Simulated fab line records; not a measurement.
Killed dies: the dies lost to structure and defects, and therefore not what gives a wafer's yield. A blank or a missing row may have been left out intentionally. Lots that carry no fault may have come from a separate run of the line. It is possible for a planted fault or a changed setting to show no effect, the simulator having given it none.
Comparing a struck lot with a sound one :: flow rit_cmos :: 15 steps out of a route of 202
Sound: the wafers L898.1, L898.2, L898.6. Wafers struck: L904.1, L904.2, L904.4. At the end, the cause is stated.
At each step with rows: each side's tool, then ch and its chambers, then its first start. Under that, the readings that differ: sound wafers :: struck wafers :: difference of the means :: sigmas: that difference in standard deviations of wafers without a fault.
alike: same words and numbers on both sides, and readings whose means sit less than 2 such deviations apart. not compared: any withheld reading, any reading some wafer has no value for, any bound like >300 that may hide the same value, and any number with overlapping values for which the record gives no deviation.
The two part at a step that has a row with sigmas, a row that says differs or no value, or rows on one side only. Non-overlapping numbers with no deviation appear without sigmas and do not part them. A reading that every wafer of one side lacks parts them only if that side has two wafers or more.

first, 3 steps without rows for these wafers: RIT_PRETRO_EXPOSE_03 (exposes mask M5, target cd 43700 nm); RIT_PRETRO_PEB_04; RIT_PRETRO_DEVELOP_05 (develop time 64.65 s).
RIT_PRETRO_OVL_MEAS_06:
  struck on overlay-02, day 4 21:18; sound on overlay-02, day 3 14:44
  alike: PRETRO_OVL
then, 2 steps without rows for these wafers: RIT_PRETRO_HARDBAKE_07 (time 120 s); RIT_PRETRO_IMPLANT_08.
RIT_PRETRO_STRIP_09: strips in O2, time 180 s.
  sound on plasma_asher-01 ch 0,1, day 3 15:10; struck on plasma_asher-04 ch 0,1, day 4 21:50
  alike: drypump_motor_current_A
  not compared: rf_hours_counter_h
RIT_PRETRO_TW_MEAS_10:
  struck on film_metro-02, day 4 22:01; sound on film_metro-03, day 3 15:21
  alike: PRETRO_TW
then, 4 steps without rows for these wafers: RIT_GATE_WET_ETCH_00 (etches SiO2 in BOE, target depth 56 nm, time 60 s); RIT_GATE_CLEAN_01 (cleans in SC1, time 600 s); RIT_GATE_CLEAN_02 (cleans in dHF, time 30 s); RIT_GATE_CLEAN_03 (cleans in SC2, time 600 s).
RIT_GATE_CLEAN_04: cleans in dHF, time 60 s.
  sound on wet_bench-03 ch 1, day 3 15:49; struck on wet_bench-03 ch 2, day 4 22:28
reading: run_length_s (s)
sound: 87.1 87.1 87.1
struck: 143.8 143.8 143.8
difference: +56.7
sigmas: +20
RIT_FOX2_THK_MEAS_91:
  struck on film_metro-03, day 4 22:29; sound on film_metro-02, day 3 15:50
  alike: FIELD_OXIDE_LEFT_2_THK
RIT_M1_PROBE_99:
  struck on prober-02, day 6 01:27; sound on prober-02, day 4 17:54
reading: model.etest.pldd.width_nm (nm)
sound: 3152 3158 3167
struck: 3213 3212 3229
difference: +59
sigmas: 

reading: model.etest.nldd.width_nm (nm)
sound: 3156 3157 3165
struck: 3220 3207 3215
difference: +55
sigmas: 

reading: model.etest.pplus_sal.width_nm (nm)
sound: 3427 3449 3450
struck: 3475 3485 3463
difference: +32
sigmas: 

reading: model.etest.nplus_sal.width_nm (nm)
sound: 3428 3454 3444
struck: 3486 3491 3480
difference: +44
sigmas: 

reading: model.etest.nmos_narrow.drive_ua_um
sound: 211.7 211.5 218.3
struck: 227.1 225.8 222.6
difference: +11.3
sigmas: 

reading: model.etest.pmos_narrow.drive_ua_um
sound: 96.86 97.56 100.4
struck: 105.2 103 101.5
difference: +5.0
sigmas: 
  alike: killed_at_contacts, killed_at_front_end, killed_dies, killed_on_rim, killed_open, killed_short

== WHERE THEY PART ==
Within this record, at RIT_GATE_CLEAN_04 only. Later steps at which nothing parts them and some readings are alike: RIT_FOX2_THK_MEAS_91, RIT_M1_PROBE_99.

WHY: whatever the simulator had introduced
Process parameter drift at RIT_GATE_CLEAN_04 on wet_bench-03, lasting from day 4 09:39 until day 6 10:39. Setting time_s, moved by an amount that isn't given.
